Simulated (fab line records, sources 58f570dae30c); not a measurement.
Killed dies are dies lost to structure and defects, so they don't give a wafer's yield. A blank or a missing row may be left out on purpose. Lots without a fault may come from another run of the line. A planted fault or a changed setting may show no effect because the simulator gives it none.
Which tool did it? | flow berkeley_cmos170 | 14 lots, 42 wafers sampled, at 6 steps of a route of 331

WHAT THE GAUGES READ, wafer by wafer
UCB170_V2_THK_MEAS_04. Usual: V2_POLISHED_THK 999.6 nm, standard deviation 1.4.
lot  | measured     | on            | V2_POLISHED_THK (nm) | flag
L704 | day 8 12:23  | film_metro-02 | 1001.4 1000.4 999.9  |
L705 | day 8 18:52  | film_metro-02 | 1002.2 999.8 1000.9  |
L706 | day 8 19:10  | film_metro-01 | 998.1 997.3 997.5    |
L708 | day 9 18:28  | film_metro-04 | 1001.5 999.4 1000.7  |
L709 | day 9 21:37  | film_metro-04 | 999.9 1001.1 999.5   |
L712 | day 10 05:33 | film_metro-02 | 1001.9 1002.1 1001.7 |
L716 | day 11 08:57 | film_metro-02 | 998.0 999.0 999.5    |
L718 | day 11 11:58 | film_metro-01 | 996.9 997.8 998.2    |
L717 | day 11 14:50 | film_metro-02 | 998.8 998.9 999.9    |
L722 | day 12 08:05 | film_metro-02 | 1000.5 1001.6 1002.2 |
L723 | day 12 17:22 | film_metro-02 | 998.3 1001.3 999.2   |
L721 | day 12 20:36 | film_metro-02 | 999.7 998.7 998.3    |
L724 | day 12 20:49 | film_metro-02 | 1002.2 1001.3 1001.6 |
L725 | day 13 23:23 | film_metro-02 | 998.9 1000.7 1000.6  |

UCB170_V2_CD_MEAS_12: target cd 700 nm. Usual: cd_nm 700.2 nm, standard deviation 1.5.
lot  | measured     | on        | cd_nm (nm)        | flag
L704 | day 8 13:41  | cd_sem-01 | 699.6 700.1 700.0 |
L705 | day 8 20:14  | cd_sem-02 | 703.7 703.0 702.6 |
L706 | day 8 20:50  | cd_sem-02 | 699.8 697.4 698.7 |
L708 | day 9 20:24  | cd_sem-02 | 699.3 700.9 700.2 |
L709 | day 9 22:57  | cd_sem-02 | 697.7 699.3 699.1 |
L712 | day 10 06:46 | cd_sem-02 | 700.5 701.7 701.5 |
L716 | day 11 10:23 | cd_sem-01 | 697.5 698.4 698.4 |
L718 | day 11 14:20 | cd_sem-02 | 698.8 699.0 701.0 |
L717 | day 11 16:03 | cd_sem-02 | 699.4 700.6 700.8 |
L722 | day 12 09:47 | cd_sem-02 | 700.5 700.4 700.8 |
L723 | day 12 18:46 | cd_sem-02 | 698.0 696.4 698.2 |
L721 | day 12 22:17 | cd_sem-01 | 699.4 700.2 701.8 |
L724 | day 12 22:24 | cd_sem-02 | 701.5 702.1 702.4 |
L725 | day 14 00:37 | cd_sem-02 | 699.3 700.2 700.2 |

UCB170_M3_RS_MEAS_02: measures by four-point-probe. Usual: M3_AL_RS 0.0322 ohm/sq, standard deviation 0.00033.
lot  | measured     | on            | M3_AL_RS (ohm/sq)    | flag
L704 | day 8 14:24  | film_metro-03 | 0.0323 0.0320 0.0318 |
L705 | day 8 20:56  | film_metro-01 | 0.0319 0.0315 0.0317 |
L706 | day 8 21:33  | film_metro-02 | 0.0323 0.0316 0.0319 |
L708 | day 9 21:07  | film_metro-01 | 0.0322 0.0325 0.0322 |
L709 | day 9 23:44  | film_metro-01 | 0.0318 0.0320 0.0317 |
L712 | day 10 07:28 | film_metro-02 | 0.0322 0.0323 0.0323 |
L716 | day 11 11:10 | film_metro-01 | 0.0323 0.0325 0.0325 |
L718 | day 11 15:02 | film_metro-03 | 0.0301 0.0299 0.0298 | OFF
L717 | day 11 16:46 | film_metro-03 | 0.0301 0.0302 0.0301 | OFF
L722 | day 12 10:29 | film_metro-03 | 0.0318 0.0319 0.0321 |
L723 | day 12 19:28 | film_metro-03 | 0.0319 0.0321 0.0319 |
L721 | day 12 22:59 | film_metro-02 | 0.0320 0.0323 0.0321 |
L724 | day 12 23:07 | film_metro-01 | 0.0328 0.0328 0.0327 |
L725 | day 14 01:19 | film_metro-02 | 0.0322 0.0327 0.0328 |

UCB170_M3_THK_MEAS_03: measures by xrf. Usual: M3_AL_THK 910 nm, standard deviation 11.
lot  | measured     | on            | M3_AL_THK (nm) | flag
L704 | day 8 14:31  | film_metro-03 | 905 917 921    |
L705 | day 8 21:04  | film_metro-01 | 923 934 931    |
L706 | day 8 21:40  | film_metro-02 | 905 925 914    |
L708 | day 9 21:13  | film_metro-01 | 907 896 906    |
L709 | day 9 23:51  | film_metro-01 | 917 912 919    |
L712 | day 10 07:35 | film_metro-02 | 907 902 906    |
L716 | day 11 11:17 | film_metro-01 | 912 907 908    |
L718 | day 11 15:09 | film_metro-03 | 961 978 977    | OFF
L717 | day 11 16:52 | film_metro-03 | 972 965 965    | OFF
L722 | day 12 10:36 | film_metro-03 | 920 914 913    |
L723 | day 12 19:35 | film_metro-03 | 921 911 914    |
L721 | day 12 23:07 | film_metro-02 | 911 899 907    |
L724 | day 12 23:13 | film_metro-01 | 898 898 900    |
L725 | day 14 01:26 | film_metro-02 | 893 889 882    |

UCB170_M3_OVL_MEAS_16. Usual: M3_OVL 2 nm, standard deviation 5.2.
lot  | measured     | on         | M3_OVL (nm) | flag
L704 | day 8 16:16  | overlay-02 | 5 4 4       |
L705 | day 8 23:23  | overlay-01 | 3 -4 1      |
L706 | day 8 23:50  | overlay-02 | 1 -2 8      |
L708 | day 9 23:08  | overlay-01 | 13 3 6      |
L709 | day 10 01:47 | overlay-01 | -4 1 -2     |
L712 | day 10 09:22 | overlay-01 | 3 2 2       |
L716 | day 11 14:34 | overlay-02 | 6 4 4       |
L718 | day 11 17:05 | overlay-01 | 12 6 4      |
L717 | day 11 18:58 | overlay-02 | 7 5 2       |
L722 | day 12 13:02 | overlay-02 | -7 -2 -10   |
L723 | day 12 21:25 | overlay-01 | -14 -3 -9   |
L721 | day 13 01:27 | overlay-02 | -7 4 1      |
L724 | day 13 01:37 | overlay-01 | 3 -11 2     |
L725 | day 14 04:41 | overlay-01 | 7 5 -2      |

WHICH TOOL RAN EACH LOT (tool, then ch and the chambers of the sampled wafers, then the start)
lot  | UCB170_M3_SPUTTER_01
L704 | pvd_sputter-04, day 8 14:19
L705 | pvd_sputter-03, day 8 20:52
L706 | pvd_sputter-02, day 8 21:26
L708 | pvd_sputter-03, day 9 20:59
L709 | pvd_sputter-02, day 9 23:35
L712 | pvd_sputter-04, day 10 07:22
L716 | pvd_sputter-04, day 11 11:04
L718 | pvd_sputter-02, day 11 14:57
L717 | pvd_sputter-02, day 11 16:38
L722 | pvd_sputter-03, day 12 10:23
L723 | pvd_sputter-04, day 12 19:23
L721 | pvd_sputter-04, day 12 22:55
L724 | pvd_sputter-03, day 12 22:59
L725 | pvd_sputter-03, day 14 01:14
- UCB170_M3_SPUTTER_01: material Al, target thk 900 nm, time 120 s.

WHAT THE TOOLS THEMSELVES READ (means of the sampled wafers that have a number; where no wafer has one, the mark that the record gives instead)
UCB170_M3_SPUTTER_01. Usual: throttle_valve_pct 30.1 %, standard deviation 1.2.
lot  | tool           | throttle_valve_pct (%) | flag
L704 | pvd_sputter-04 | 29.9                   |
L705 | pvd_sputter-03 | 29.1                   |
L706 | pvd_sputter-02 | 30.6                   |
L708 | pvd_sputter-03 | 29.8                   |
L709 | pvd_sputter-02 | 30.0                   |
L712 | pvd_sputter-04 | 29.4                   |
L716 | pvd_sputter-04 | 29.2                   |
L718 | pvd_sputter-02 | 30.9                   |
L717 | pvd_sputter-02 | 31.0                   |
L722 | pvd_sputter-03 | 30.0                   |
L723 | pvd_sputter-04 | 30.9                   |
L721 | pvd_sputter-04 | 30.5                   |
L724 | pvd_sputter-03 | 29.6                   |
L725 | pvd_sputter-03 | 30.0                   |

THE ANSWER, worked out from the rows above alone
Rule: a lot is off if the mean of its wafers that have a number lies more than 3 standard deviations from the usual mean. A lot without any number at a reading at which 4 lots or more have one is off too. The other lots that the step has rows for count as sound. The gauges are gone through in route order, then the tools' own readings, and for those a lot's mean is taken as printed above. The first step at which some lot is off is used, and at that step the reading that is off furthest; a lot without a number counts as furthest.
Off: L718, L717, at UCB170_M3_RS_MEAS_02 (M3_AL_RS).
A tool fits if, at a process step before that reading, it ran every lot that is off, and no sound lot after the first of them. The gauges at UCB170_M3_RS_MEAS_02 are tried like those tools. One fits: pvd_sputter-02 at UCB170_M3_SPUTTER_01. Its last sound lot is L709 (day 9 23:35), its first lot that is off L718 (day 11 14:57): a fault that began between those two fits.

WHAT THE SIMULATOR HAD PUT IN
Process parameter drift: pvd_sputter-02, from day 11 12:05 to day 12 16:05, at UCB170_M3_SPUTTER_01. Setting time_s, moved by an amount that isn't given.
Lots struck among those shown: L718, L717. The rule above found the same.
